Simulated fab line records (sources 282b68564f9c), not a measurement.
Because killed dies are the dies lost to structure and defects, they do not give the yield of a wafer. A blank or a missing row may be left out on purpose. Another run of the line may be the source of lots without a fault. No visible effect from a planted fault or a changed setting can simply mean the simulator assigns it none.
Which tool was responsible? | flow ritCmos | 7 lots with 21 wafers sampled at 2 steps, on a route of 202 steps

WHAT THE GAUGES READ, wafer by wafer
RIT_FOX1_THK_MEAS_01.
lot  | measured    | on           | FOX1_OXIDE_THK (nm)
L876 | day 2 03:01 | filmMetro-03 | 360 357 356
L878 | day 2 13:30 | filmMetro-03 | 355 352 349
L880 | day 3 00:28 | filmMetro-02 | 359 358 368
L884 | day 3 19:29 | filmMetro-03 | 356 360 352
L890 | day 5 02:25 | filmMetro-01 | 278 273 276
L893 | day 5 16:14 | filmMetro-01 | 346 343 350
L897 | day 6 11:58 | filmMetro-03 | 357 357 353

TOOL THAT RAN EACH LOT (tool first, then ch and the chambers of the sampled wafers, then the start)
lot  | RIT_FOX1_OXIDATION_00
L876 | furnace-02 ch 0, day 2 01:40
L878 | furnace-02 ch 0, day 2 12:10
L880 | furnace-02 ch 0, day 2 23:07
L884 | furnace-02 ch 0, day 3 18:10
L890 | furnace-03 ch 0, day 5 01:06
L893 | furnace-02 ch 0, day 5 14:55
L897 | furnace-02 ch 0, day 6 10:38
- RIT_FOX1_OXIDATION_00: target thk 350.7 nm, ox time 1130 s.

THE ANSWER, worked out from the rows above alone
Rule: the lots themselves supply what counts as usual. The widest of any qualifying gaps counts: lots, ordered by their means at a reading, are off when they make up no more than a third of the lots, leave a main group of 4 or more, and stand apart from it by 3 or more times the standard deviation of that group's means. Not used: any main group whose means are identical at the precision the tables above print for the reading. A lot without any number at a reading at which 4 lots or more have one is off too. The other lots that the step has rows for count as sound.
Off: L890, seen at RIT_FOX1_THK_MEAS_01 (FOX1_OXIDE_THK). Main group: mean 355 nm, sd 4.8.
If a tool, at a process step before that reading, ran all the lots that are off and no sound lot after the first of them, it fits. The gauges at RIT_FOX1_THK_MEAS_01 are tried like those tools. One fits: RIT_FOX1_OXIDATION_00 on furnace-03. It ran no sound lot before its first lot that is off in this sample, so the start can't be narrowed down.

WHAT THE SIMULATOR PUT IN
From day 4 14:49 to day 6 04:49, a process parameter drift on furnace-03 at RIT_FOX1_OXIDATION_00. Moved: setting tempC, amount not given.
Lots struck among those shown: L890. This agrees with what the rule above found.
